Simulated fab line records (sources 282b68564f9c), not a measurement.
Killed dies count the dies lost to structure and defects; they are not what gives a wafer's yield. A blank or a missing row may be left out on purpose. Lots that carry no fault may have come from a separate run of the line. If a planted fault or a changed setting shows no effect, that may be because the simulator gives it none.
fab line records	flow rit_cmos
record: lots: 6	wafers: 18	last_day: 7
route steps=202 shown ACTIVE@3 M1@202
lots untouched by any fault: they come from a run of this same line in which no faults occurred
start_h: hours from the record's first day to the start of the lot's first wafer shown	wait_h: how many hours have passed since the lot's step before this one	" same as the row above	L1.1+2: a single row standing in for several wafers	- no value, or no start was given	* or withheld: withheld	< > ~ a bound
route shown NAME@n: names a module that has steps shown in the file, with the first one's number in the route	usual: mean/standard deviation of fault-free wafers	same: alike in all rows	chamber/n: place in a boat	sites: the reading at each site	_std_site: their standard deviation	_edge_site: inner sites' mean taken away from outer sites' mean	radius_mm: how far each site lies from the wafer's centre	mask NAME#n: copy n	behind: the tool/chamber that last shaped the wafer	hold: why the lot was held/for how many hours/how that ended	device: names the non-switching transistor (n, p or np)	end of line: the same wafers' tests at the end of the route	a step without rows: its recipe alone	killed: not the wafer's yield, but the dies lost to structure and defects at the first sort	map: shows each die of a wafer: x if killed, . if not, _ if none is there
set.NAME: the setting as run; set.NAME@STEP: as run at that earlier step	model.NAME: the simulator's own value behind a step, which no gauge read
lots at some steps of the route; a table a step, a row a wafer
services: a tool's chamber out of use, with start hour (start_h, from the record's first day; less than 0 if before it), hours out, and reason
== steps ==
step: RIT_ACTIVE_THK_MEAS_02
recipe: reads: SiO2_of_ACTIVE_OXIDATION_01
usual: ACTIVE_OXIDE_THK: 46.7/0.77
lot.wafer	tool	chamber	start_h	wait_h	ACTIVE_OXIDE_THK[nm]
L732.1	film_metro-04	-	16.07	0.0	45.8
L732.3	"	-	"	"	46.7
L732.4	"	-	"	"	47.7
L737.2	film_metro-03	-	37.09	0.0	46.5
L737.4	"	-	"	"	45.4
L737.6	"	-	"	"	46.2
L738.2	film_metro-02	-	42.15	0.0	45.5
L738.5	"	-	"	"	45.1
L738.6	"	-	"	"	45.8
L745.1	film_metro-03	-	77.05	0.0	46.5
L745.3	"	-	"	"	46.4
L745.6	"	-	"	"	47.0
L752.2	film_metro-03	-	112.37	0.0	47.3
L752.3	"	-	"	"	47.8
L752.5	"	-	"	"	47.8
L754.3	film_metro-02	-	122.48	0.0	46.5
L754.4	"	-	"	"	47.2
L754.6	"	-	"	"	47.7
step: RIT_ACTIVE_CVD_03
recipe: material: Si3N4	target_thk_nm: 150	temp_c: 810	precursor: SiH2Cl2/NH3	time_s: 1500	pressure_mtorr: 300	sih2cl2_flow_sccm: 60	nh3_flow_sccm: 150
step: RIT_ACTIVE_THK_MEAS_04
recipe: reads: Si3N4_of_ACTIVE_CVD_03
usual: ACTIVE_NITRIDE_THK: 150.1/1.4
lot.wafer	tool	chamber	start_h	wait_h	ACTIVE_NITRIDE_THK[nm]
L732.1	film_metro-02	-	18.26	0.0	151.2
L732.3	"	-	"	"	151.7
L732.4	"	-	"	"	151.7
L737.2	film_metro-04	-	38.56	0.0	152.1
L737.4	"	-	"	"	152.1
L737.6	"	-	"	"	150.8
L738.2	film_metro-03	-	43.63	0.0	153.7
L738.5	"	-	"	"	151.6
L738.6	"	-	"	"	151.5
L745.1	film_metro-04	-	78.53	0.0	150.5
L745.3	"	-	"	"	150.6
L745.6	"	-	"	"	151.8
L752.2	film_metro-02	-	113.85	0.0	148.3
L752.3	"	-	"	"	147.1
L752.5	"	-	"	"	147.0
L754.3	film_metro-04	-	124.54	0.0	148.9
L754.4	"	-	"	"	147.9
L754.6	"	-	"	"	148.4
step: RIT_ACTIVE_HMDS_05
recipe: prime_time_s: 61.04	prime_temp_c: 140
step: RIT_ACTIVE_COAT_06
recipe: resist: NOVOLAK	spin_rpm: 3250	resist_thk_nm: 1000
step: RIT_ACTIVE_SOFTBAKE_07
recipe: resist: NOVOLAK	temp_c: 90	time_s: 60
step: RIT_ACTIVE_EXPOSE_08
recipe: mask_id: M1	na: 0.6	source_shape: conventional	sigma_outer: 0.6	target_cd_nm: 1400	dose_mj: 225
step: RIT_ACTIVE_PEB_09
recipe: resist: NOVOLAK	temp_c: withheld	time_s: withheld
step: RIT_ACTIVE_DEVELOP_10
recipe: resist: NOVOLAK	develop_time_s: 50	dev_temp_c: 23
step: RIT_ACTIVE_CD_MEAS_11
recipe: target_cd_nm: 1400
usual: cd_nm: 1400.2/2.2
lot.wafer	tool	chamber	start_h	wait_h	cd_nm
L732.1	cd_sem-02	-	19.53	-	1398.2
L732.3	"	-	"	"	1397.2
L732.4	"	-	"	"	1398.5
L737.2	cd_sem-02	-	39.64	-	1398.6
L737.4	"	-	"	"	1399.1
L737.6	"	-	"	"	1400.2
L738.2	cd_sem-02	-	44.71	-	1396.6
L738.5	"	-	"	"	1397.1
L738.6	"	-	"	"	1398.6
L745.1	cd_sem-02	-	79.74	-	1400.0
L745.3	"	-	"	"	1399.6
L745.6	"	-	"	"	1399.8
L752.2	cd_sem-02	-	114.90	-	1400.3
L752.3	"	-	"	"	1400.4
L752.5	"	-	"	"	1400.7
L754.3	cd_sem-01	-	125.47	-	1403.1
L754.4	"	-	"	"	1404.3
L754.6	"	-	"	"	1403.0
step: RIT_ACTIVE_HARDBAKE_12
recipe: resist: NOVOLAK	temp_c: 140	time_s: 60
step: RIT_ACTIVE_ETCH_13
recipe: stop_on: SiO2	chemistry: SF6	target: Si3N4	time_s: 210	over_etch_frac: 0.4	SF6_flow_sccm: 200	pressure_mtorr: 260	rf_w: 122.5	target_depth_a: 2100
usual: drypump_motor_current_A: 5.71/0.23	oes_product_au: 0.827/0.019	rf_fwd_power_W: 122.1/0.36	throttle_valve_pct: 7.49/0.11
lot.wafer	tool	chamber	start_h	wait_h	drypump_motor_current_A	oes_product_au	rf_fwd_power_W	rf_hours_counter_h	throttle_valve_pct
L732.1	rie_diel-01	2	20.05	0.1	5.44	0.819	122.3	121	7.44
L732.3	"	0	"	"	5.16	0.820	122.5	166	7.49
L732.4	"	3	"	"	5.41	0.847	121.9	5	7.63
L737.2	rie_diel-03	3	39.89	0.1	5.83	0.798	122.1	66	7.71
L737.4	"	3	"	"	5.80	0.802	121.9	-	7.73
L737.6	"	1	"	"	5.52	0.806	122.5	-	7.46
L738.2	rie_diel-02	1	44.96	0.1	5.72	0.855	122.1	57	7.56
L738.5	"	1	"	"	5.73	0.857	122.6	-	7.53
L738.6	"	2	"	"	6.03	0.849	122.4	-	7.42
L745.1	rie_diel-03	3	80.01	0.1	5.78	0.796	122.5	67	7.71
L745.3	"	1	"	"	5.53	0.813	122.0	84	7.44
L745.6	"	1	"	"	5.52	0.813	122.5	-	7.46
L752.2	rie_diel-02	2	115.15	0.1	6.04	0.838	122.5	83	7.41
L752.3	"	3	"	"	5.64	0.801	121.6	0	7.58
L752.5	"	0	"	"	5.63	0.815	121.9	-	7.31
L754.3	rie_diel-03	1	125.70	0.1	5.51	0.813	122.0	86	7.44
L754.4	"	3	"	"	5.83	0.792	122.2	67	7.70
L754.6	"	1	"	"	5.51	0.796	122.4	-	7.45
step: RIT_ACTIVE_STRIP_14
recipe: chemistry: O2	time_s: 180	resist: NOVOLAK	platen_temp_c: withheld	power_w: 500	pressure_mtorr: 4000	o2_flow_sccm: 4000
usual: chamber_pressure_mTorr: 4000/3.8	drypump_motor_current_A: 6.1/0.43
lot.wafer	tool	chamber	start_h	wait_h	chamber_pressure_mTorr	drypump_motor_current_A	rf_hours_counter_h	model.NOVOLAK_of_ACTIVE_COAT_06.thk_nm
L732.1	plasma_asher-03	0	20.18	0.1	3998	6.1	36	0
L732.3	"	1	"	"	4000	6.3	-	0
L732.4	"	0	"	"	4000	6.1	-	0
L737.2	plasma_asher-03	0	40.02	0.1	-	-	-	655.2
L737.4	"	1	"	"	-	-	-	653.5
L737.6	"	0	"	"	-	-	-	646.6
L738.2	plasma_asher-01	0	45.09	0.1	-	-	-	662.6
L738.5	"	1	"	"	-	-	-	660.9
L738.6	"	0	"	"	-	-	-	657.4
L745.1	plasma_asher-03	0	80.15	0.1	4004	6.1	44	0
L745.3	"	1	"	"	4002	6.3	-	0
L745.6	"	0	"	"	3998	6.1	-	0
L752.2	plasma_asher-03	1	115.41	0.2	3999	6.3	49	0
L752.3	"	0	"	"	3997	6.1	-	0
L752.5	"	1	"	"	4000	6.4	-	0
L754.3	plasma_asher-03	1	125.89	0.1	3998	6.4	-	0
L754.4	"	0	"	"	4004	6.1	-	0
L754.6	"	0	"	"	3999	6.1	-	0
step: RIT_ACTIVE_CD_MEAS_90
recipe: target_cd_nm: 1400
usual: cd_nm: 1400.3/2.1
lot.wafer	tool	chamber	start_h	wait_h	cd_nm
L732.1	cd_sem-01	-	20.35	0.1	1398.0
L732.3	"	-	"	"	1397.3
L732.4	"	-	"	"	1398.3
L737.2	cd_sem-02	-	40.23	0.2	1398.7
L737.4	"	-	"	"	1399.3
L737.6	"	-	"	"	1400.4
L738.2	cd_sem-01	-	45.28	0.1	1396.8
L738.5	"	-	"	"	1397.7
L738.6	"	-	"	"	1398.4
L745.1	cd_sem-01	-	80.32	0.1	1400.2
L745.3	"	-	"	"	1399.9
L745.6	"	-	"	"	1399.9
L752.2	cd_sem-01	-	115.60	0.1	1400.3
L752.3	"	-	"	"	1400.7
L752.5	"	-	"	"	1400.5
L754.3	cd_sem-02	-	126.05	0.1	1403.4
L754.4	"	-	"	"	1404.3
L754.6	"	-	"	"	1403.5
step: RIT_M1_PROBE_99
usual: killed_at_M0_to_M3: 0.0/0.16	killed_at_front_end: 7/3.2	killed_dies: 7/3.2	killed_on_rim: 2.0/1.5	killed_open: 3.4/2	killed_short: 3.5/2.2
same: gross_dies: 264	killed_at_M4_up: 0	killed_at_back_side: 0	killed_at_contacts: 0	killed_at_other: 0
lot.wafer	tool	chamber	start_h	wait_h	killed_at_M0_to_M3	killed_at_front_end	killed_dies	killed_on_rim	killed_open	killed_short
L732.1	prober-01	-	68.19	0.1	0	5	5	2	3	2
L732.3	prober-01	-	68.29	0.2	0	4	4	2	4	0
L732.4	prober-01	-	68.34	0.2	0	4	4	2	0	4
L737.2	prober-01	-	89.55	0.1	0	264	264	70	2	2
L737.4	prober-01	-	89.65	0.2	0	264	264	70	2	3
L737.6	prober-01	-	89.75	0.2	1	263	264	70	2	6
L738.2	prober-02	-	97.05	0.1	0	264	264	70	7	9
L738.5	prober-02	-	97.20	0.2	0	264	264	70	3	3
L738.6	prober-02	-	97.25	0.2	0	264	264	70	7	6
L745.1	prober-01	-	126.84	0.1	0	5	5	0	1	4
L745.3	prober-01	-	126.94	0.2	0	8	8	2	3	5
L745.6	prober-01	-	127.09	0.2	0	5	5	1	3	2
L752.2	prober-02	-	160.72	0.1	0	8	8	4	3	5
L752.3	prober-02	-	160.77	0.2	0	7	7	2	3	4
L752.5	prober-02	-	160.87	0.2	0	7	7	2	4	3
L754.3	prober-02	-	172.33	0.2	0	9	9	3	5	4
L754.4	prober-02	-	172.38	0.2	0	4	4	1	2	2
L754.6	prober-02	-	172.48	0.2	1	4	5	2	2	3
killed by level:class
L732.1 REOX:geometric_particle:open=2 GATE:geometric_particle:open=1 REOX:geometric_particle:short=1 SPACER:geometric_particle:short=1
L732.3 SPACER:geometric_particle:open=2 FOX2:geometric_particle:open=1 GATE:geometric_particle:open=1
L732.4 GATE:geometric_particle:short=2 REOX:geometric_particle:short=2
L737.2 FOX1:area_oxidation=260 FOX2:geometric_particle:short=1 REOX:geometric_particle:open=1 SPACER:geometric_particle:short=1 SPACER:geometric_particle:open=1
L737.4 FOX1:area_oxidation=259 FOX1:geometric_particle:short=1 GATE:geometric_particle:open=1 GATE:geometric_particle:short=1 SPACER:geometric_particle:short=1 SPACER:geometric_particle:open=1
L737.6 FOX1:area_oxidation=256 GATE:geometric_particle:short=3 FOX2:geometric_particle:short=1 GATE:geometric_particle:open=1 SPACER:geometric_particle:open=1 SPACER:geometric_particle:short=1 M1:geometric_particle:short=1
L738.2 FOX1:area_oxidation=248 GATE:geometric_particle:open=5 GATE:geometric_particle:short=5 REOX:geometric_particle:short=3 FOX2:geometric_particle:open=1 REOX:geometric_particle:open=1 SPACER:geometric_particle:short=1
L738.5 FOX1:area_oxidation=258 GATE:geometric_particle:short=3 GATE:geometric_particle:open=2 REOX:geometric_particle:open=1
L738.6 FOX1:area_oxidation=251 FOX1:geometric_particle:open=2 GATE:geometric_particle:short=2 GATE:geometric_particle:open=2 SILICIDE:geometric_particle:open=2 FOX2:geometric_particle:short=1 REOX:geometric_particle:open=1 REOX:geometric_particle:short=1
L745.1 GATE:geometric_particle:short=2 SPACER:geometric_particle:short=2 REOX:geometric_particle:open=1
L745.3 GATE:geometric_particle:open=2 GATE:geometric_particle:short=2 SPACER:geometric_particle:short=2 REOX:geometric_particle:open=1 SILICIDE:geometric_particle:short=1
L745.6 FOX1:geometric_particle:open=1 GATE:geometric_particle:open=1 GATE:geometric_particle:short=1 REOX:geometric_particle:open=1 SILICIDE:geometric_particle:short=1
L752.2 FOX2:geometric_particle:short=2 FOX2:geometric_particle:open=2 SPACER:geometric_particle:short=2 REOX:geometric_particle:short=1 SPACER:geometric_particle:open=1
L752.3 SPACER:geometric_particle:short=2 FOX1:geometric_particle:open=1 FOX2:geometric_particle:short=1 GATE:geometric_particle:short=1 GATE:geometric_particle:open=1 REOX:geometric_particle:open=1
L752.5 FOX2:geometric_particle:open=2 FOX1:geometric_particle:short=1 GATE:geometric_particle:short=1 REOX:geometric_particle:open=1 SPACER:geometric_particle:short=1 SPACER:geometric_particle:open=1
L754.3 GATE:geometric_particle:open=3 GATE:geometric_particle:short=3 FOX1:geometric_particle:short=1 FOX1:geometric_particle:open=1 SPACER:geometric_particle:open=1
L754.4 FOX1:geometric_particle:short=1 FOX1:geometric_particle:open=1 GATE:geometric_particle:short=1 GATE:geometric_particle:open=1
L754.6 FOX2:geometric_particle:short=1 GATE:geometric_particle:open=1 GATE:geometric_particle:short=1 REOX:geometric_particle:open=1 M1:geometric_particle:short=1
map L737.2 (x killed, . not)
________xxxxxxx_______
_____xxxxxxxxxxxxx____
____xxxxxxxxxxxxxxx___
___xxxxxxxxxxxxxxxxx__
__xxxxxxxxxxxxxxxxxxx_
__xxxxxxxxxxxxxxxxxxx_
_xxxxxxxxxxxxxxxxxxxxx
_xxxxxxxxxxxxxxxxxxxxx
_xxxxxxxxxxxxxxxxxxxxx
_xxxxxxxxxxxxxxxxxxxxx
__xxxxxxxxxxxxxxxxxxx_
__xxxxxxxxxxxxxxxxxxx_
___xxxxxxxxxxxxxxxxx__
____xxxxxxxxxxxxxxx___
_____xxxxxxxxxxxxx____
________xxxxxxx_______
map L738.2 (x killed, . not)
________xxxxxxx_______
_____xxxxxxxxxxxxx____
____xxxxxxxxxxxxxxx___
___xxxxxxxxxxxxxxxxx__
__xxxxxxxxxxxxxxxxxxx_
__xxxxxxxxxxxxxxxxxxx_
_xxxxxxxxxxxxxxxxxxxxx
_xxxxxxxxxxxxxxxxxxxxx
_xxxxxxxxxxxxxxxxxxxxx
_xxxxxxxxxxxxxxxxxxxxx
__xxxxxxxxxxxxxxxxxxx_
__xxxxxxxxxxxxxxxxxxx_
___xxxxxxxxxxxxxxxxx__
____xxxxxxxxxxxxxxx___
_____xxxxxxxxxxxxx____
________xxxxxxx_______
== services ==
tool	chamber	start_h	hours	kind
rie_diel-02	1	-2.87	5.4	repair
rie_diel-03	2	7.69	4.9	repair
rie_diel-01	1	21.77	9.8	repair
rie_diel-03	0	30.31	-	clean
rie_diel-03	0	30.31	16.5	scheduled_down
rie_diel-03	0	30.31	16.5	vent_cycle
rie_diel-01	1	57.88	3.0	repair
rie_diel-01	-	73.33	0.3	repair
rie_diel-01	0	73.67	9.9	repair
rie_diel-02	3	74.08	-	clean
rie_diel-02	3	74.08	22.9	scheduled_down
rie_diel-02	3	74.08	22.9	vent_cycle
rie_diel-01	0	93.09	1.9	repair
rie_diel-01	0	94.99	-	clean
rie_diel-01	0	94.99	19.9	scheduled_down
rie_diel-01	0	94.99	19.9	vent_cycle
rie_diel-03	3	97.72	26.2	repair
rie_diel-02	0	97.91	5.5	repair
rie_diel-02	-	104.93	0.2	repair
rie_diel-01	-	110.66	0.4	repair
plasma_asher-01	-	114.96	0.6	repair
plasma_asher-03	-	121.60	2.2	repair
== key ==
first_sign: step: RIT_ACTIVE_STRIP_14	reading: tool_record	direction: missing
effect: step: RIT_M1_PROBE_99	reading: killed_dies	direction: up	sigmas: 80	usual: 7	struck: 264
model_effect: step: RIT_ACTIVE_STRIP_14	value: NOVOLAK_of_ACTIVE_COAT_06.thk_nm	without: 0	struck: 656
more_kills_born_at: RIT_FOX1_OXIDATION_00@furnace-04: 775	RIT_FOX1_OXIDATION_00@furnace-03: 757
met_at RIT_ACTIVE_STRIP_14
struck_wafers L737.2,L737.4,L737.6,L738.2,L738.5,L738.6
later_rows_left_out L737.2,L737.4,L737.6,L738.2,L738.5,L738.6
tester_left_out L737,L738
onset_between 20.18 40.02
fault: kind: skipped_step_whole	tool: plasma_asher-01,plasma_asher-03	chamber: -	onset_h: 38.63	steps: RIT_ACTIVE_STRIP_14	scope: struck_lots_only
tester_left_out: of these lots the tester's yield and bins aren't shown, on N5 and GAA mostly nor the transistor test; their killed dies are dies lost to structure and defects alone, not to doping, threshold or leakage, so they don't give the yield
later_rows_left_out: the simulator's readings of these wafers behind a module that went badly wrong aren't trusted and aren't shown, but for the sort
